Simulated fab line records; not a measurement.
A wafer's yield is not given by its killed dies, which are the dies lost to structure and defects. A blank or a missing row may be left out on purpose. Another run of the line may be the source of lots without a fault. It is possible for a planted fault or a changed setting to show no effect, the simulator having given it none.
What tool caused it? ; flow rit-cmos ; 39 wafers from 13 lots sampled at 5 of the route's 202 steps

WHAT THE GAUGES READ, wafer by wafer
RIT_NSD_OVL_MEAS_06. Usual: for NSD_OVL the level is -1.0 nm and the standard deviation is 1.4.
lot;measured;on;NSD_OVL (nm);flag
L551;day 2 22:53;overlay-02;-0.7 -0.2 0.5;
L553;day 3 08:27;overlay-02;-0.3 -0.7 -2.2;
L554;day 3 15:22;overlay-02;-0.7 -0.6 -1.4;
L556;day 4 06:28;overlay-02;0.3 -0.6 -0.3;
L558;day 4 14:37;overlay-01;0.5 -0.7 0.5;
L563;day 5 14:16;overlay-01;0.7 -0.6 0.5;
L564;day 5 17:40;overlay-01;2.5 1.9 1.5;
L566;day 6 02:57;overlay-01;-4.1 -1.9 -2.3;
L568;day 6 13:59;overlay-01;-0.7 -0.5 -0.6;
L569;day 6 18:17;overlay-01;-1.2 -1.1 -0.9;
L570;day 6 23:53;overlay-01;-4.8 -1.9 -2.6;
L572;day 7 09:08;overlay-02;-2.0 -1.6 -2.0;
L573;day 7 14:48;overlay-02;1.0 -0.2 0.8;

RIT_NSD_TW_MEAS_10. Usual: for NSD_TW the level is 3134 and the standard deviation is 39.
lot;measured;on;NSD_TW;flag
L551;day 2 23:24;film-metro-02;3096 3096 3089;
L553;day 3 08:58;film-metro-03;3171 3167 3159;
L554;day 3 15:52;film-metro-03;3187 3179 3183;
L556;day 4 06:58;film-metro-03;3176 3169 3186;
L558;day 4 15:08;film-metro-01;3069 3076 3067;
L563;day 5 14:46;film-metro-03;3151 3172 3186;
L564;day 5 18:11;film-metro-02;3118 3102 3097;
L566;day 6 03:28;film-metro-02;3102 3104 3132;
L568;day 6 14:31;film-metro-03;3183 3157 3172;
L569;day 6 18:49;film-metro-02;3108 3093 3119;
L570;day 7 00:25;film-metro-01;3102 3098 3093;
L572;day 7 09:39;film-metro-03;3164 3161 3156;
L573;day 7 15:19;film-metro-03;3149 3165 3170;

RIT_SDANNEAL_RS_MEAS_07: the measuring method here is four-point-probe. Usual: for NLDD_RS the level is 151.6 ohm/sq and the standard deviation is 0.46.
lot;measured;on;NLDD_RS (ohm/sq);flag
L551;day 3 01:41;film-metro-03;151.9 152.1 152.1;
L553;day 3 11:15;film-metro-01;151.2 151.0 151.2;
L554;day 3 18:26;film-metro-01;151.2 152.0 151.9;
L556;day 4 09:19;film-metro-01;150.9 150.8 151.2;
L558;day 4 17:36;film-metro-02;151.6 151.4 151.6;
L563;day 5 17:17;film-metro-01;158.1 157.6 157.9;OFF
L564;day 5 20:28;film-metro-03;151.7 151.1 151.3;
L566;day 6 05:43;film-metro-01;152.4 152.8 152.3;
L568;day 6 16:52;film-metro-03;151.4 152.3 152.0;
L569;day 6 21:13;film-metro-01;152.1 152.4 151.6;
L570;day 7 02:59;film-metro-01;152.1 151.7 151.4;
L572;day 7 12:02;film-metro-01;152.3 152.6 152.1;
L573;day 7 17:50;film-metro-03;151.0 151.0 150.7;

WHICH TOOL RAN EACH LOT (tool, then ch and the chambers of the sampled wafers, then the start)
lot;RIT_NLDD_IMPLANT_08;RIT_PSD_STRIP_09
L551;implanter-02 ch 0, day 2 17:25;plasma-asher-02 ch 0,1, day 3 00:41
L553;implanter-02 ch 0, day 3 03:11;plasma-asher-03 ch 0,1, day 3 10:13
L554;implanter-02 ch 0, day 3 10:05;plasma-asher-04 ch 0,1, day 3 17:14
L556;implanter-03 ch 0, day 4 00:53;plasma-asher-03 ch 0,1, day 4 08:13
L558;implanter-01 ch 0, day 4 09:10;plasma-asher-02 ch 0,1, day 4 16:32
L563;implanter-01 ch 0, day 5 07:10;plasma-asher-03 ch 0,1, day 5 16:15
L564;implanter-03 ch 0, day 5 12:24;plasma-asher-02 ch 0,1, day 5 19:28
L566;implanter-02 ch 0, day 5 21:40;plasma-asher-04 ch 0,1, day 6 04:42
L568;implanter-02 ch 0, day 6 08:32;plasma-asher-02 ch 0,1, day 6 15:48
L569;implanter-03 ch 0, day 6 12:56;plasma-asher-02 ch 0,1, day 6 20:10
L570;implanter-02 ch 0, day 6 18:37;plasma-asher-04 ch 0,1, day 7 01:56
L572;implanter-03 ch 0, day 7 03:58;plasma-asher-02 ch 0,1, day 7 11:01
L573;implanter-03 ch 0, day 7 09:34;plasma-asher-02 ch 0,1, day 7 16:49
- RIT_NLDD_IMPLANT_08
- RIT_PSD_STRIP_09: strips in O2, time 180 s.

AS READ BY THE TOOLS THEMSELVES (means over the sampled wafers that have a number; for cases with no such wafer, the mark the record gives instead)
RIT_NLDD_IMPLANT_08. Usual: 1578 for faraday-current-uA, sd 31.
lot;tool;faraday-current-uA;flag
L551;implanter-02;1599;
L553;implanter-02;1600;
L554;implanter-02;1540;
L556;implanter-03;1584;
L558;implanter-01;1547;
L563;implanter-01;1604;
L564;implanter-03;1581;
L566;implanter-02;1581;
L568;implanter-02;1572;
L569;implanter-03;1556;
L570;implanter-02;1576;
L572;implanter-03;1589;
L573;implanter-03;1565;

RIT_PSD_STRIP_09. Usual: drypump-motor-current-A 5.51 A, standard deviation 0.22; o2-flow-sccm 4001 sccm, standard deviation 12.
lot;tool;drypump-motor-current-A (A);o2-flow-sccm (sccm);flag
L551;plasma-asher-02;5.40;4005;
L553;plasma-asher-03;5.63;4001;
L554;plasma-asher-04;5.45;3997;
L556;plasma-asher-03;5.62;3996;
L558;plasma-asher-02;5.41;4002;
L563;plasma-asher-03;5.85;4008;
L564;plasma-asher-02;5.42;3992;
L566;plasma-asher-04;5.52;3999;
L568;plasma-asher-02;5.40;4008;
L569;plasma-asher-02;5.40;4005;
L570;plasma-asher-04;5.49;3995;
L572;plasma-asher-02;5.38;4003;
L573;plasma-asher-02;5.39;3996;

THE ANSWER, worked out from the rows above alone
Rule: lot off if the mean of its wafers having a number is beyond 3 standard deviations from the usual mean. Also off: a lot with no number at a reading for which 4 or more lots have one. The other lots that the step has rows for count as sound. After the gauges, taken in route order, come the tools' own readings; for these a lot's mean is taken, as printed above. The first step at which some lot is off is used, and at that step the reading that is off furthest; a lot without a number counts as furthest.
Off: L563, seen at RIT_SDANNEAL_RS_MEAS_07 (NLDD_RS).
If a tool, at a process step before that reading, ran all the lots that are off and no sound lot after the first of them, it fits. Those tools and the gauges at RIT_SDANNEAL_RS_MEAS_07 are tried in the same way. This does not decide it: 2 tools fit, namely implanter-01 at RIT_NLDD_IMPLANT_08 and plasma-asher-03 at RIT_PSD_STRIP_09.

WHAT HAD BEEN PUT IN BY THE SIMULATOR
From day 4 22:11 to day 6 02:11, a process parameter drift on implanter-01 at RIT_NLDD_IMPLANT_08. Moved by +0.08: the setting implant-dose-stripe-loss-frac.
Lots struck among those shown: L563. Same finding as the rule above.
